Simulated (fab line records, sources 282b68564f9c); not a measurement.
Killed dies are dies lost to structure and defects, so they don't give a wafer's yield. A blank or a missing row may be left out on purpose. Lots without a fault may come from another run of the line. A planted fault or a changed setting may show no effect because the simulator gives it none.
fab line records | flow rit_cmos
record lots=14 wafers=42 last_day=7
route steps=202 shown GATE@81
lots that met no fault: from a run of the same line without faults
start_h: hours from the record's first day to the start of the lot's first wafer shown | wait_h: hours since the lot's step before | " the same as in the row above | L1.1+2: a row that stands for several wafers | - no value, or no start given | * or withheld: withheld | < > ~ a bound
route shown NAME@n: a module of which the file shows steps, and the number in the route of the first | usual: mean/standard deviation of fault-free wafers | same: alike in all rows | chamber/n: place in a boat | sites: the reading at each site | _std_site: their standard deviation | _edge_site: outer sites' mean less inner sites' | radius_mm: how far each site lies from the wafer's centre | mask NAME#n: copy n | behind: the tool/chamber that last shaped the wafer | hold: why the lot was held/for how many hours/how that ended | device: the transistor (n, p or np) that didn't switch | end of line: the same wafers' tests at the end of the route | a step without rows: its recipe alone | killed: dies lost to structure and defects at the first sort, not the wafer's yield | map: a wafer's dies, x killed, . not, _ none there
set.NAME: the setting as run; set.NAME@STEP: as run at that earlier step | model.NAME: the simulator's own value behind a step, which no gauge read
steps of the route over a sample of lots; a table a step, a row a wafer
services: from which hour (start_h, from the record's first day; less than 0 if before it) a tool's chamber was out of use, for how many hours, and why
## steps
# step RIT_GATE_OXIDATION_05
# recipe temp_c=900 ambient=O2 target_thk_a=30 ox_time_s=270
# usual spike_tc_centre_C=902.0/1.2 spike_tc_load_C=926.5/2.2 spike_tc_source_C=923.7/1.9 zone_power_load_pct=25.8/0.38
# columns lot.wafer tool chamber start_h wait_h spike_tc_centre_C spike_tc_load_C spike_tc_source_C zone_power_load_pct
L876.2 furnace-02 0 33.54 0.0 901.6 926.4 926.6 26.0
L876.4 " 0 " " 902.0 926.4 926.9 25.3
L876.6 " 0 " " 901.6 927.1 926.1 25.3
L877.1 furnace-01 0 37.51 0.1 900.8 924.5 921.2 25.6
L877.3 " 0 " " 902.2 924.6 921.9 26.0
L877.5 " 0 " " 900.1 925.5 922.6 25.4
L878.1 furnace-01 0 42.05 0.4 901.9 925.5 923.0 25.6
L878.3 " 0 " " 901.6 922.7 923.4 25.6
L878.6 " 0 " " 902.0 925.9 923.2 25.7
L879.1 furnace-02 0 46.79 0.1 902.3 925.9 926.4 25.8
L879.4 " 0 " " 901.5 925.2 925.9 25.6
L879.5 " 0 " " 901.2 927.6 926.6 25.9
L880.2 furnace-01 0 53.83 1.0 900.0 923.4 924.2 25.6
L880.3 " 0 " " 900.6 923.0 924.7 25.6
L880.5 " 0 " " 902.2 924.5 921.5 25.5
L883.3 furnace-02 0 66.64 0.1 900.8 927.4 925.4 25.3
L883.4 " 0 " " 900.0 926.9 927.3 25.4
L883.6 " 0 " " 900.4 926.5 926.8 25.3
L884.1 furnace-01 0 72.05 0.3 901.8 924.4 922.5 25.8
L884.2 " 0 " " 901.7 923.8 922.4 25.5
L884.6 " 0 " " 901.4 924.2 922.5 25.7
L887.1 furnace-01 0 87.49 0.1 902.9 923.0 923.4 25.5
L887.3 " 0 " " 901.6 924.1 922.8 25.7
L887.5 " 0 " " 903.5 924.4 922.5 25.4
L888.2 furnace-01 0 93.08 0.0 901.7 925.3 921.3 25.3
L888.5 " 0 " " 902.2 924.1 923.1 25.6
L888.6 " 0 " " 901.4 923.6 921.4 25.8
L893.2 furnace-02 0 118.72 0.8 900.1 927.1 925.0 25.6
L893.3 " 0 " " 899.8 928.3 927.6 25.4
L893.6 " 0 " " 901.0 927.6 925.6 25.5
L894.3 furnace-02 0 122.73 0.0 885.7 909.9 909.0 24.7
L894.4 " 0 " " 883.3 911.7 910.2 24.3
L894.5 " 0 " " 883.8 910.2 908.5 24.0
L895.1 furnace-01 0 127.11 0.1 900.7 924.9 921.7 25.7
L895.5 " 0 " " 901.1 924.2 920.9 25.7
L895.6 " 0 " " 901.5 922.1 923.6 25.2
L898.1 furnace-02 0 142.97 0.1 884.7 911.3 909.7 24.3
L898.2 " 0 " " 884.6 910.0 909.6 24.6
L898.4 " 0 " " 885.7 911.0 909.9 24.8
L899.1 furnace-04 0 147.05 0.2 903.2 929.3 923.0 26.0
L899.2 " 0 " " 903.7 929.2 923.2 26.3
L899.3 " 0 " " 902.8 928.1 922.7 26.2
# step RIT_GATE_THK_MEAS_07
# recipe reads=SiO2_of_GATE_OXIDATION_05
# usual GATE_OXIDE_THK=3.03/0.064
# columns lot.wafer tool chamber start_h wait_h GATE_OXIDE_THK[nm]
L876.2 film_metro-03 - 34.88 0.0 3.06
L876.4 " - " " 3.10
L876.6 " - " " 3.04
L877.1 film_metro-01 - 38.83 0.0 3.07
L877.3 " - " " 3.04
L877.5 " - " " 3.02
L878.1 film_metro-02 - 43.38 0.0 3.05
L878.3 " - " " 3.02
L878.6 " - " " 3.09
L879.1 film_metro-03 - 49.05 0.0 3.14
L879.4 " - " " 3.10
L879.5 " - " " 3.18
L880.2 film_metro-01 - 55.17 0.0 3.02
L880.3 " - " " 3.07
L880.5 " - " " 3.11
L883.3 film_metro-03 - 67.99 0.0 3.05
L883.4 " - " " 3.10
L883.6 " - " " 3.15
L884.1 film_metro-03 - 73.38 0.0 3.03
L884.2 " - " " 2.99
L884.6 " - " " 2.99
L887.1 film_metro-01 - 88.81 0.0 3.13
L887.3 " - " " 3.08
L887.5 " - " " 3.09
L888.2 film_metro-01 - 94.41 0.0 3.10
L888.5 " - " " 3.06
L888.6 " - " " 3.03
L893.2 film_metro-01 - 121.12 0.0 3.08
L893.3 " - " " 3.01
L893.6 " - " " 2.99
L894.3 film_metro-01 - 124.07 0.0 2.37
L894.4 " - " " 2.38
L894.5 " - " " 2.41
L895.1 film_metro-01 - 128.44 0.0 3.06
L895.5 " - " " 2.99
L895.6 " - " " 3.00
L898.1 film_metro-03 - 144.30 0.0 2.50
L898.2 " - " " 2.46
L898.4 " - " " 2.47
L899.1 film_metro-02 - 148.52 0.0 3.03
L899.2 " - " " 3.11
L899.3 " - " " 3.09
## services
# columns tool chamber start_h hours kind
furnace-04 - 72.60 4.2 pm
## key
first_sign step=RIT_GATE_OXIDATION_05 reading=spike_tc_centre_C direction=down sigmas=14 usual=902.0 struck=884.6
effect step=RIT_GATE_OXIDATION_05 reading=spike_tc_source_C direction=down sigmas=7.6 usual=923.7 struck=909.5
effect step=RIT_GATE_THK_MEAS_07 reading=GATE_OXIDE_THK direction=down sigmas=9.3 usual=3.03 struck=2.43
met_at RIT_GATE_OXIDATION_05
struck_lots L894,L898
tester_left_out L894,L898
onset_between 118.72 122.73
fault kind=process_parameter_drift tool=furnace-02 chamber=- onset_h=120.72 steps=RIT_GATE_OXIDATION_05 channel=temp_c offset=* shape=step end_h=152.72 acts_in=* stated=*
# tester_left_out: of these lots the tester's yield and bins aren't shown, on N5 and GAA mostly nor the transistor test; their killed dies are dies lost to structure and defects alone, not to doping, threshold or leakage, so they don't give the yield
